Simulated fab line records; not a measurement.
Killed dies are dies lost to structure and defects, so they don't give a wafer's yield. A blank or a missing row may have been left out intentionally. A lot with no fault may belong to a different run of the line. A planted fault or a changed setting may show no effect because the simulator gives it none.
Which tool was responsible? || flow berkeley-cmos170 || 7 lots, 21 wafers sampled, at 3 steps of a route of 331

## WHAT EACH GAUGE READ, for each wafer
UCB170_WELLDRIVE_THK_MEAS_02.
{"lot": "L825", "measured": "day 3 18:25", "on": "film-metro-03", "WELLDRIVE_OXIDE_THK (nm)": "202 201 205"}
{"lot": "L827", "measured": "day 4 09:06", "on": "film-metro-03", "WELLDRIVE_OXIDE_THK (nm)": "204 205 206"}
{"lot": "L830", "measured": "day 4 19:27", "on": "film-metro-03", "WELLDRIVE_OXIDE_THK (nm)": "210 212 209"}
{"lot": "L833", "measured": "day 5 12:02", "on": "film-metro-01", "WELLDRIVE_OXIDE_THK (nm)": "170 170 171 170 171 171"}
{"lot": "L840", "measured": "day 7 02:22", "on": "film-metro-01", "WELLDRIVE_OXIDE_THK (nm)": "197 195 198"}
{"lot": "L842", "measured": "day 7 17:52", "on": "film-metro-01", "WELLDRIVE_OXIDE_THK (nm)": "197 203 197"}
{"lot": "L846", "measured": "day 8 11:28", "on": "film-metro-02", "WELLDRIVE_OXIDE_THK (nm)": "207 204 207"}

## WHAT TOOL EACH LOT RAN ON (gives the tool, then ch and the chambers of the sampled wafers, and finally the start)
{"lot": "L825", "UCB170_ZERO_STRIP_07": "plasma-asher-03 ch 0,1, day 2 03:50", "UCB170_WELLDRIVE_OXIDATION_01": "furnace-01 ch 0, day 3 14:55"}
{"lot": "L827", "UCB170_ZERO_STRIP_07": "plasma-asher-04 ch 0,1, day 2 14:28", "UCB170_WELLDRIVE_OXIDATION_01": "furnace-01 ch 0, day 4 05:36"}
{"lot": "L830", "UCB170_ZERO_STRIP_07": "plasma-asher-03 ch 0,1, day 3 05:59", "UCB170_WELLDRIVE_OXIDATION_01": "furnace-01 ch 0, day 4 15:57"}
{"lot": "L833", "UCB170_ZERO_STRIP_07": "plasma-asher-04 ch 0,1, day 3 22:32", "UCB170_WELLDRIVE_OXIDATION_01": "furnace-04 ch 0, day 5 08:31"}
{"lot": "L840", "UCB170_ZERO_STRIP_07": "plasma-asher-03 ch 0,1, day 5 07:21", "UCB170_WELLDRIVE_OXIDATION_01": "furnace-03 ch 0, day 6 22:52"}
{"lot": "L842", "UCB170_ZERO_STRIP_07": "plasma-asher-04 ch 0,1, day 5 20:02", "UCB170_WELLDRIVE_OXIDATION_01": "furnace-03 ch 0, day 7 14:22"}
{"lot": "L846", "UCB170_ZERO_STRIP_07": "plasma-asher-02 ch 0,1, day 6 12:57", "UCB170_WELLDRIVE_OXIDATION_01": "furnace-01 ch 0, day 8 07:58"}
- UCB170_ZERO_STRIP_07: strips in O2.
- UCB170_WELLDRIVE_OXIDATION_01: target thk 199 nm, ox time 9000 s.

## THE ANSWER, worked out from the rows above alone
Rule: what is usual is taken from the lots themselves. The widest of any qualifying gaps counts: lots, ordered by their means at a reading, are off when they make up no more than a third of the lots, leave a main group of 4 or more, and stand apart from it by 3 or more times the standard deviation of that group's means. If all means in a main group match to the digits the tables above print for the reading, that group is not used. Also off: a lot with no number at a reading for which 4 or more lots have one. Any other lot the step has rows for is counted as sound.
Off: L833, seen at UCB170_WELLDRIVE_THK_MEAS_02 (WELLDRIVE_OXIDE_THK). The main group: mean 203 nm, standard deviation 4.5.
A tool fits if, at a process step before that reading, it ran every lot that is off, and no sound lot after the first of them. Those tools and the gauges at UCB170_WELLDRIVE_THK_MEAS_02 are tried in the same way. One candidate fits, namely furnace-04 at UCB170_WELLDRIVE_OXIDATION_01. It ran no sound lot before its first lot that is off in this sample, so the start can't be narrowed down.

## WHAT THE SIMULATOR HAD PUT IN
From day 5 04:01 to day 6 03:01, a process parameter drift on furnace-04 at UCB170_WELLDRIVE_OXIDATION_01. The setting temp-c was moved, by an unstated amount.
Shown lots that were struck: L833. The rule above reached the same finding.
